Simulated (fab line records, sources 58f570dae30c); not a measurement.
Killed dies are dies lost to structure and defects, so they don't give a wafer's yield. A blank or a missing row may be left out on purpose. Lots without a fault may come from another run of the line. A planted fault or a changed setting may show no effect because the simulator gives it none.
Problem report in the 8D (eight disciplines) form, filled by code | flow berkeley_cmos170 | the parts of the form that need people (team, actions taken, sign-off) are left out

1. THE PROBLEM
SACOX_OXIDE_THK at UCB170_SACOX_THK_MEAS_02 reads a mean of 17.21 nm on 6 wafers of 2 lots; wafers without a fault read 14.32 nm with a standard deviation of 0.24. That is +12 standard deviations from the usual mean.
First seen on wafer L565.1, day 9 16:33, on film_metro-01. The record holds 39 wafers of 13 lots with a number at this step. Rule for "out", or "out of limits": more than 4 standard deviations from the usual mean. The other wafers with a number count as sound.

2. WHAT IT IS AND WHAT IT IS NOT
question                    | is                     | is not
which readings at this step | SACOX_OXIDE_THK        | -
which lots                  | L565, L566             | L546, L547, L548, L549, L550, L551, L552, L553, L554, L555, L569
which wafers of those lots  | all that have a number | -
read on which gauges        | film_metro-01          | film_metro-02, film_metro-04
when                        | from day 9 16:33       | up to then (30 sound wafers); but 3 sound wafers of L569 came after

3. SUSPECTS, AND WHAT RULES EACH OUT
Counting: a tool at a process step up to the reading stays a suspect if it ran every lot that is out and no sound lot after the first of them.
- the gauge at UCB170_SACOX_THK_MEAS_02: kept. All the wafers that are out were read on film_metro-01, and no step on other tools shows them out.
Left after counting: film_metro-01 at UCB170_SACOX_THK_MEAS_02.

4. THE CAUSE (what the simulator had put in)
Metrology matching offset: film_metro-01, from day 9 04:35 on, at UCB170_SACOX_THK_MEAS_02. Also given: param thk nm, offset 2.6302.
Counting left only this tool.

5. THE CHAIN OF EFFECTS, in route order
Each row: a reading whose mean over the struck wafers that have a number lies more than 3 standard deviations from the usual. Only readings for which the record gives a usual standard deviation are gone through. hours: the time from each lot's start at the first step in this table that gives one to its start at this step, as a median over the lots. sigmas: the change in usual standard deviations.
hours | step                     | reading         | usual    | on struck wafers | change | sigmas
0     | UCB170_SACOX_THK_MEAS_02 | SACOX_OXIDE_THK | 14.32 nm | 17.21            | +2.89  | +12
Later measuring or inspecting steps at which every struck wafer that the step has a row for has a number for every such reading, and none has moved that far: UCB170_NVT_TW_MEAS_09.

6. WHAT WOULD HAVE CAUGHT IT SOONER
In this record the first reading out of limits at a measuring or inspecting step was taken at day 9 16:33, 12 hours after the fault began at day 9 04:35.
